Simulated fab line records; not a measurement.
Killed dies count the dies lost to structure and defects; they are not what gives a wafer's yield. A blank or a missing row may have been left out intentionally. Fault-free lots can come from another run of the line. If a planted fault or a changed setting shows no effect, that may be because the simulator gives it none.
fab line records | flow berkeleyCmos170
record: lots: 6 | wafers: 18 | lastDay: 12
route steps=331 shown BACKSIDE@199 SDANNEAL@204 PSD@206 NSD@207 PLDD@208 NLDD@209 SILICIDE@210
lots that met no fault: taken from a fault-free run of the same line
startH: hours from the record's opening day to when the first of the lot's shown wafers began | waitH: how many hours have passed since the lot's step before this one | " same as the row above | L1.1+2: a row that stands for several wafers | - no value, or no start given | * or withheld: withheld | < > ~ a bound
route shown NAME@n: a module of which the file shows steps, and the number in the route of the first | usual: mean/standard deviation of fault-free wafers | same: alike in all rows | chamber/n: place in a boat | sites: each site's reading | _std_site: their standard deviation | _edge_site: inner sites' mean taken away from outer sites' mean | radiusMm: for every site, how far away it sits from the centre of the wafer | mask NAME#n: copy n | behind: tool/chamber where the wafer was last shaped | hold: why the lot was held/for how many hours/how that ended | device: which transistor (n, p or np) failed to switch | end of line: tests run on the same wafers once the route is complete | a step without rows: its recipe alone | killed: dies lost to structure and defects at the first sort, not the wafer's yield | map: a wafer's dies, marking killed ones x, the rest . and places with no die _
set.NAME: the run value of the setting; set.NAME@STEP: its run value at that earlier step | model.NAME: the simulator's own value behind a step, which no gauge read
a table for each step, a row for each wafer; lots at some steps of the route
services: from which hour (startH, from the record's first day; less than 0 if before it) a tool's chamber was out of use, for how many hours, and why
== steps ==
step: UCB170_BACKSIDE_HMDS_00
recipe: primeTimeS: 60 | primeTempC: 100
step: UCB170_BACKSIDE_COAT_01
recipe: resist: KrF | spinRpm: 1500 | resistThkNm: 900
step: UCB170_BACKSIDE_SOFTBAKE_02
recipe: resist: KrF | tempC: 130 | timeS: 60
step: UCB170_BACKSIDE_STRIP_03
recipe: chemistry: O2 | powerW: 400 | pressureMtorr: 3500 | platenTempC: withheld | o2FlowSccm: 400 | overashFraction: 0.5
usual: drypumpMotorCurrentA: 5.5/0.48 | o2FlowSccm: 400.0/1.1 | oesProductAu: 0.735/0.005 | stripTimeToEndpointS: 21.97/0.066
lot.wafer | tool           | chamber | startH | waitH | drypumpMotorCurrentA | o2FlowSccm | oesProductAu | rfHoursCounterH | stripTimeToEndpointS
L174.1    | plasmaAsher-02 | 0       | 138.24 | 0.1   | 5.9                  | 400.3      | 0.733        | 3               | 21.90
L174.2    | "              | 1       | "      | "     | 4.6                  | 399.2      | 0.741        | 3               | 21.97
L174.5    | "              | 0       | "      | "     | 5.9                  | 399.7      | 0.730        | -               | 21.94
L178.1    | plasmaAsher-03 | 0       | 146.19 | 0.1   | 5.7                  | 400.1      | 0.737        | 43              | 21.95
L178.2    | "              | 1       | "      | "     | 5.6                  | 397.9      | 0.729        | 43              | 22.08
L178.4    | "              | 1       | "      | "     | 5.6                  | 399.3      | 0.733        | -               | 21.99
L181.1    | plasmaAsher-02 | 0       | 173.23 | 0.1   | 5.9                  | 397.8      | 0.736        | 7               | 22.01
L181.3    | "              | 0       | "      | "     | 5.9                  | 397.1      | 0.729        | -               | 22.01
L181.5    | "              | 1       | "      | "     | 4.6                  | 401.5      | 0.731        | -               | 22.04
L182.1    | plasmaAsher-02 | 1       | 186.22 | 0.1   | 4.6                  | 401.2      | 0.738        | 8               | 21.90
L182.4    | "              | 1       | "      | "     | 4.6                  | 399.1      | 0.739        | -               | 21.94
L182.5    | "              | 0       | "      | "     | 5.9                  | 398.0      | 0.737        | -               | 21.91
L191.4    | plasmaAsher-02 | 1       | 232.46 | 0.1   | 4.6                  | 400.3      | 0.737        | -               | 22.12
L191.5    | "              | 0       | "      | "     | 5.9                  | 400.4      | 0.733        | -               | 22.05
L191.6    | "              | 1       | "      | "     | 4.6                  | 401.7      | 0.736        | -               | 22.10
L195.2    | plasmaAsher-03 | 1       | 259.14 | 0.1   | 5.6                  | 400.7      | 0.725        | 54              | 21.97
L195.4    | "              | 1       | "      | "     | 5.7                  | 400.7      | 0.738        | -               | 21.96
L195.6    | "              | 1       | "      | "     | 5.6                  | 399.8      | 0.727        | -               | 22.04
step: UCB170_BACKSIDE_CLEAN_04
recipe: chemistry: SPM | tempC: 120 | timeS: 600
step: UCB170_SDANNEAL_RTA_00
recipe: tempC: 900 | timeS: 10 | ambient: N2
usual: chamberO2Ppm: 2.000/0.021 | lampPowerPct: 25.6/0.39 | wafer_temp_C_max: 905.0/1.1
lot.wafer | tool         | chamber | startH | waitH | chamberO2Ppm | lampPowerPct | wafer_temp_C_max
L174.1    | rtpAnneal-01 | 0       | 138.53 | 0.0   | 1.986        | 25.9         | 905.0
L174.2    | "            | 0       | "      | "     | 2.010        | 25.9         | 905.4
L174.5    | "            | 0       | "      | "     | 2.027        | 25.9         | 906.4
L178.1    | rtpAnneal-01 | 0       | 146.46 | 0.0   | 1.994        | 25.9         | 905.2
L178.2    | "            | 0       | "      | "     | 1.995        | 25.9         | 906.0
L178.4    | "            | 0       | "      | "     | 1.968        | 25.9         | 905.7
L181.1    | rtpAnneal-02 | 0       | 173.52 | 0.0   | 2.013        | 25.1         | 903.9
L181.3    | "            | 0       | "      | "     | 1.989        | 25.1         | 904.4
L181.5    | "            | 0       | "      | "     | 2.014        | 25.1         | 903.7
L182.1    | rtpAnneal-01 | 0       | 186.49 | 0.0   | 2.023        | 25.9         | 906.1
L182.4    | "            | 0       | "      | "     | 2.019        | 25.9         | 904.7
L182.5    | "            | 0       | "      | "     | 2.005        | 25.9         | 903.7
L191.4    | rtpAnneal-01 | 0       | 232.73 | 0.0   | 2.020        | 25.9         | 905.5
L191.5    | "            | 0       | "      | "     | 2.004        | 25.9         | 906.0
L191.6    | "            | 0       | "      | "     | 2.014        | 25.9         | 904.9
L195.2    | rtpAnneal-01 | 0       | 259.43 | 0.0   | 2.048        | 25.9         | 907.7
L195.4    | "            | 0       | "      | "     | 2.010        | 25.9         | 906.8
L195.6    | "            | 0       | "      | "     | 2.016        | 25.9         | 905.2
step: UCB170_SDANNEAL_RTA_01
recipe: tempC: 1050 | timeS: 5 | ambient: N2
usual: chamberO2Ppm: 2.002/0.02 | lampPowerPct: 39.5/0.6 | wafer_temp_C_max: 1055.6/1.2
lot.wafer | tool         | chamber | startH | waitH | chamberO2Ppm | lampPowerPct | wafer_temp_C_max
L174.1    | rtpAnneal-01 | 0       | 138.60 | 0.1   | 2.011        | 40.0         | 1057.0
L174.2    | "            | 0       | "      | "     | 1.976        | 40.1         | 1054.8
L174.5    | "            | 0       | "      | "     | 2.010        | 40.0         | 1055.5
L178.1    | rtpAnneal-01 | 0       | 146.53 | 0.1   | 1.993        | 40.0         | 1055.5
L178.2    | "            | 0       | "      | "     | 1.984        | 40.0         | 1056.0
L178.4    | "            | 0       | "      | "     | 1.963        | 40.0         | 1055.8
L181.1    | rtpAnneal-02 | 0       | 173.58 | 0.1   | 2.005        | 38.7         | 1055.4
L181.3    | "            | 0       | "      | "     | 2.011        | 38.8         | 1054.4
L181.5    | "            | 0       | "      | "     | 2.012        | 38.8         | 1056.5
L182.1    | rtpAnneal-01 | 0       | 186.56 | 0.1   | 1.992        | 40.0         | 1056.1
L182.4    | "            | 0       | "      | "     | 2.006        | 40.0         | 1057.3
L182.5    | "            | 0       | "      | "     | 2.029        | 40.0         | 1055.0
L191.4    | rtpAnneal-01 | 0       | 232.79 | 0.1   | 2.023        | 40.1         | 1056.4
L191.5    | "            | 0       | "      | "     | 2.017        | 40.0         | 1055.3
L191.6    | "            | 0       | "      | "     | 2.022        | 40.0         | 1056.8
L195.2    | rtpAnneal-01 | 0       | 259.50 | 0.1   | 2.002        | 40.0         | 1058.7
L195.4    | "            | 0       | "      | "     | 2.016        | 40.0         | 1056.5
L195.6    | "            | 0       | "      | "     | 2.051        | 40.0         | 1055.5
step: UCB170_SDANNEAL_RS_MEAS_02
recipe: thkMeasGauge: four-point-probe
usual: PSD_RS: 75.42/0.25
lot.wafer | tool         | chamber | startH | waitH | PSD_RS[ohm/sq]
L174.1    | filmMetro-01 | -       | 138.65 | 0.0   | 75.63
L174.2    | "            | -       | "      | "     | 75.94
L174.5    | "            | -       | "      | "     | 75.88
L178.1    | filmMetro-01 | -       | 146.59 | 0.0   | 75.31
L178.2    | "            | -       | "      | "     | 75.27
L178.4    | "            | -       | "      | "     | 75.28
L181.1    | filmMetro-01 | -       | 173.64 | 0.0   | 75.05
L181.3    | "            | -       | "      | "     | 75.40
L181.5    | "            | -       | "      | "     | 75.53
L182.1    | filmMetro-02 | -       | 186.62 | 0.0   | 75.50
L182.4    | "            | -       | "      | "     | 75.59
L182.5    | "            | -       | "      | "     | 75.65
L191.4    | filmMetro-02 | -       | 232.88 | 0.1   | 75.18
L191.5    | "            | -       | "      | "     | 75.29
L191.6    | "            | -       | "      | "     | 75.01
L195.2    | filmMetro-02 | -       | 259.56 | 0.1   | 75.79
L195.4    | "            | -       | "      | "     | 75.44
L195.6    | "            | -       | "      | "     | 75.72
step: UCB170_SDANNEAL_RS_MEAS_03
recipe: thkMeasGauge: four-point-probe
usual: NSD_RS: 37.26/0.089
lot.wafer | tool         | chamber | startH | waitH | NSD_RS[ohm/sq]
L174.1    | filmMetro-01 | -       | 138.77 | 0.1   | 37.32
L174.2    | "            | -       | "      | "     | 37.31
L174.5    | "            | -       | "      | "     | 37.26
L178.1    | filmMetro-01 | -       | 146.71 | 0.1   | 37.14
L178.2    | "            | -       | "      | "     | 37.14
L178.4    | "            | -       | "      | "     | 37.30
L181.1    | filmMetro-01 | -       | 173.76 | 0.1   | 37.15
L181.3    | "            | -       | "      | "     | 37.20
L181.5    | "            | -       | "      | "     | 37.30
L182.1    | filmMetro-02 | -       | 186.74 | 0.1   | 37.16
L182.4    | "            | -       | "      | "     | 37.21
L182.5    | "            | -       | "      | "     | 37.24
L191.4    | filmMetro-02 | -       | 233.00 | 0.1   | 37.19
L191.5    | "            | -       | "      | "     | 37.19
L191.6    | "            | -       | "      | "     | 37.25
L195.2    | filmMetro-02 | -       | 259.68 | 0.1   | 37.19
L195.4    | "            | -       | "      | "     | 37.24
L195.6    | "            | -       | "      | "     | 37.15
step: UCB170_SDANNEAL_RS_MEAS_04
recipe: thkMeasGauge: four-point-probe
usual: PLDD_RS: 1031.7/2.4
lot.wafer | tool         | chamber | startH | waitH | PLDD_RS[ohm/sq]
L174.1    | filmMetro-01 | -       | 138.89 | 0.1   | 1030.5
L174.2    | "            | -       | "      | "     | 1033.7
L174.5    | "            | -       | "      | "     | 1032.8
L178.1    | filmMetro-01 | -       | 146.83 | 0.1   | 1031.1
L178.2    | "            | -       | "      | "     | 1030.9
L178.4    | "            | -       | "      | "     | 1036.2
L181.1    | filmMetro-01 | -       | 173.88 | 0.1   | 1034.6
L181.3    | "            | -       | "      | "     | 1030.9
L181.5    | "            | -       | "      | "     | 1032.3
L182.1    | filmMetro-02 | -       | 186.86 | 0.1   | 1034.7
L182.4    | "            | -       | "      | "     | 1034.1
L182.5    | "            | -       | "      | "     | 1034.0
L191.4    | filmMetro-02 | -       | 233.12 | 0.1   | 1033.9
L191.5    | "            | -       | "      | "     | 1031.8
L191.6    | "            | -       | "      | "     | 1031.0
L195.2    | filmMetro-02 | -       | 259.80 | 0.1   | 1032.4
L195.4    | "            | -       | "      | "     | 1032.5
L195.6    | "            | -       | "      | "     | 1032.3
step: UCB170_SDANNEAL_RS_MEAS_05
recipe: thkMeasGauge: four-point-probe
usual: NLDD_RS: 616.4/1.2
lot.wafer | tool         | chamber | startH | waitH | NLDD_RS[ohm/sq]
L174.1    | filmMetro-01 | -       | 139.01 | 0.1   | 616.0
L174.2    | "            | -       | "      | "     | 615.8
L174.5    | "            | -       | "      | "     | 616.7
L178.1    | filmMetro-01 | -       | 146.95 | 0.1   | 616.3
L178.2    | "            | -       | "      | "     | 617.6
L178.4    | "            | -       | "      | "     | 616.6
L181.1    | filmMetro-01 | -       | 174.00 | 0.1   | 616.6
L181.3    | "            | -       | "      | "     | 616.8
L181.5    | "            | -       | "      | "     | 615.9
L182.1    | filmMetro-02 | -       | 186.98 | 0.1   | 614.6
L182.4    | "            | -       | "      | "     | 615.4
L182.5    | "            | -       | "      | "     | 615.4
L191.4    | filmMetro-02 | -       | 233.24 | 0.1   | 615.2
L191.5    | "            | -       | "      | "     | 616.7
L191.6    | "            | -       | "      | "     | 614.8
L195.2    | filmMetro-02 | -       | 259.92 | 0.1   | 617.1
L195.4    | "            | -       | "      | "     | 615.7
L195.6    | "            | -       | "      | "     | 616.4
step: UCB170_SILICIDE_PRE_CLEAN_00
recipe: gas: Ar | precleanEtchTimeS: 60
step: UCB170_SILICIDE_SPUTTER_01
recipe: material: Ti | targetThkNm: 30 | timeS: 25 | powerW: 1465 | chamberPressurePa: 0.5
usual: cathodeDcPowerW: 1465.1/0.25 | chamberPressurePa: 0.5000/0.0011 | throttleValvePct: 30.0/1.5
lot.wafer | tool          | chamber | startH | waitH | cathodeDcPowerW | chamberPressurePa | throttleValvePct
L174.1    | pvdSputter-03 | -       | 139.20 | 0.0   | 1465.1          | 0.5018            | 28.6
L174.2    | "             | -       | "      | "     | 1465.0          | 0.5005            | 32.8
L174.5    | "             | -       | "      | "     | 1464.6          | 0.4990            | 33.1
L178.1    | pvdSputter-02 | -       | 147.13 | 0.0   | 1465.3          | 0.4996            | 27.5
L178.2    | "             | -       | "      | "     | 1465.2          | 0.4994            | 32.3
L178.4    | "             | -       | "      | "     | 1465.2          | 0.4990            | 29.9
L181.1    | pvdSputter-03 | -       | 174.19 | 0.0   | -               | -                 | -
L181.3    | "             | -       | "      | "     | -               | -                 | -
L181.5    | "             | -       | "      | "     | -               | -                 | -
L182.1    | pvdSputter-02 | -       | 187.16 | 0.0   | -               | -                 | -
L182.4    | "             | -       | "      | "     | -               | -                 | -
L182.5    | "             | -       | "      | "     | -               | -                 | -
L191.4    | pvdSputter-02 | -       | 233.37 | 0.0   | 1465.7          | 0.4991            | 32.5
L191.5    | "             | -       | "      | "     | 1465.2          | 0.4990            | 29.4
L191.6    | "             | -       | "      | "     | 1464.7          | 0.4993            | 29.6
L195.2    | pvdSputter-03 | -       | 260.10 | 0.0   | 1465.2          | 0.4999            | 28.6
L195.4    | "             | -       | "      | "     | 1465.2          | 0.4992            | 33.0
L195.6    | "             | -       | "      | "     | 1465.3          | 0.4993            | 30.9
step: UCB170_SILICIDE_RS_MEAS_02
recipe: thkMeasGauge: four-point-probe | reads: Ti_of_SILICIDE_SPUTTER_01
usual: SILICIDE_TI_RS: 26.9/0.39
lot.wafer | tool         | chamber | startH | waitH | SILICIDE_TI_RS[ohm/sq]
L174.1    | filmMetro-04 | -       | 139.23 | 0.0   | 27.1
L174.2    | "            | -       | "      | "     | 26.6
L174.5    | "            | -       | "      | "     | 26.6
L178.1    | filmMetro-04 | -       | 147.16 | 0.0   | 26.8
L178.2    | "            | -       | "      | "     | 26.3
L178.4    | "            | -       | "      | "     | 26.4
L181.1    | filmMetro-04 | -       | 174.22 | 0.0   | -
L181.3    | "            | -       | "      | "     | -
L181.5    | "            | -       | "      | "     | -
L182.1    | filmMetro-04 | -       | 187.23 | 0.1   | -
L182.4    | "            | -       | "      | "     | -
L182.5    | "            | -       | "      | "     | -
L191.4    | filmMetro-02 | -       | 233.46 | 0.1   | 26.8
L191.5    | "            | -       | "      | "     | 27.2
L191.6    | "            | -       | "      | "     | 26.8
L195.2    | filmMetro-04 | -       | 260.15 | 0.0   | 27.1
L195.4    | "            | -       | "      | "     | 26.8
L195.6    | "            | -       | "      | "     | 26.7
step: UCB170_SILICIDE_THK_MEAS_03
recipe: thkMeasGauge: xrf | reads: Ti_of_SILICIDE_SPUTTER_01
usual: SILICIDE_TI_THK: 29.0/0.44
lot.wafer | tool         | chamber | startH | waitH | SILICIDE_TI_THK[nm]
L174.1    | filmMetro-04 | -       | 139.35 | 0.1   | 28.8
L174.2    | "            | -       | "      | "     | 29.1
L174.5    | "            | -       | "      | "     | 29.1
L178.1    | filmMetro-04 | -       | 147.28 | 0.1   | 29.1
L178.2    | "            | -       | "      | "     | 29.4
L178.4    | "            | -       | "      | "     | 29.3
L181.1    | filmMetro-04 | -       | 174.34 | 0.1   | <0.0
L181.3    | "            | -       | "      | "     | <0.0
L181.5    | "            | -       | "      | "     | <0.0
L182.1    | filmMetro-04 | -       | 187.35 | 0.1   | <0.0
L182.4    | "            | -       | "      | "     | <0.0
L182.5    | "            | -       | "      | "     | <0.0
L191.4    | filmMetro-02 | -       | 233.55 | 0.1   | 29.2
L191.5    | "            | -       | "      | "     | 28.7
L191.6    | "            | -       | "      | "     | 29.0
L195.2    | filmMetro-04 | -       | 260.26 | 0.1   | 28.6
L195.4    | "            | -       | "      | "     | 28.9
L195.6    | "            | -       | "      | "     | 29.0
step: UCB170_SILICIDE_RTA_04
recipe: tempC: 650 | timeS: 15 | ambient: N2
usual: chamberO2Ppm: 2.002/0.019 | lampPowerPct: 10.92/0.17 | wafer_temp_C_max: 653.4/0.76
lot.wafer | tool         | chamber | startH | waitH | chamberO2Ppm | lampPowerPct | wafer_temp_C_max
L174.1    | rtpAnneal-02 | 0       | 139.41 | 0.1   | 2.005        | 10.76        | 651.9
L174.2    | "            | 0       | "      | "     | 2.013        | 10.79        | 654.3
L174.5    | "            | 0       | "      | "     | 1.978        | 10.77        | 652.7
L178.1    | rtpAnneal-02 | 0       | 147.34 | 0.1   | 1.963        | 10.77        | 653.2
L178.2    | "            | 0       | "      | "     | 2.005        | 10.77        | 652.9
L178.4    | "            | 0       | "      | "     | 1.985        | 10.74        | 652.6
L181.1    | rtpAnneal-02 | 0       | 174.40 | 0.1   | 2.021        | 10.76        | 654.0
L181.3    | "            | 0       | "      | "     | 2.008        | 10.77        | 652.9
L181.5    | "            | 0       | "      | "     | 2.021        | 10.76        | 653.1
L182.1    | rtpAnneal-01 | 0       | 187.41 | 0.1   | 1.990        | 11.11        | 655.1
L182.4    | "            | 0       | "      | "     | 1.985        | 11.09        | 653.5
L182.5    | "            | 0       | "      | "     | 1.976        | 11.10        | 653.8
L191.4    | rtpAnneal-02 | 0       | 233.62 | 0.1   | 2.033        | 10.75        | 653.2
L191.5    | "            | 0       | "      | "     | 1.976        | 10.77        | 653.2
L191.6    | "            | 0       | "      | "     | 2.028        | 10.76        | 653.8
L195.2    | rtpAnneal-01 | 0       | 260.32 | 0.1   | 2.016        | 11.11        | 653.1
L195.4    | "            | 0       | "      | "     | 1.977        | 11.10        | 654.6
L195.6    | "            | 0       | "      | "     | 1.980        | 11.10        | 652.9
== services ==
tool           | chamber | startH | hours | kind
plasmaAsher-02 | 0       | 117.75 | -     | clean
plasmaAsher-02 | 1       | 117.75 | -     | clean
plasmaAsher-03 | -       | 135.26 | 1.9   | repair
pvdSputter-02  | -       | 188.63 | 1.7   | repair
rtpAnneal-02   | -       | 201.23 | 5.3   | pm
plasmaAsher-02 | -       | 233.37 | 1.1   | repair
plasmaAsher-03 | -       | 244.86 | 4.8   | repair
== key ==
firstSign: step: UCB170_SILICIDE_SPUTTER_01 | reading: toolRecord | direction: missing
effect: step: UCB170_SILICIDE_RS_MEAS_02 | reading: SILICIDE_TI_RS | direction: missing
effect: step: UCB170_SILICIDE_THK_MEAS_03 | reading: SILICIDE_TI_THK | direction: down | sigmas: 66 | usual: 29.0 | struck: <0.0
metAt UCB170_SILICIDE_SPUTTER_01
struckWafers L181.1,L181.3,L181.5,L182.1,L182.4,L182.5
laterRowsLeftOut L181.1,L181.3,L181.5,L182.1,L182.4,L182.5
sortLeftOut L181.1,L181.3,L181.5,L182.1,L182.4,L182.5
testerLeftOut L181,L182
onsetBetween 147.13 174.19
fault: kind: skippedStepWhole | tool: pvdSputter-02,pvdSputter-03 | chamber: - | onsetH: 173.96 | steps: UCB170_SILICIDE_SPUTTER_01 | scope: struckLotsOnly
testerLeftOut: of these lots the tester's yield and bins aren't shown, on N5 and GAA mostly nor the transistor test; their killed dies are dies lost to structure and defects alone, not to doping, threshold or leakage, so they don't give the yield
sortLeftOut: the simulated sort isn't trusted on such a fault, so these wafers' sort isn't shown, and their yield isn't known
laterRowsLeftOut: the simulator's readings of these wafers behind a module that went badly wrong aren't trusted and aren't shown, but for the sort
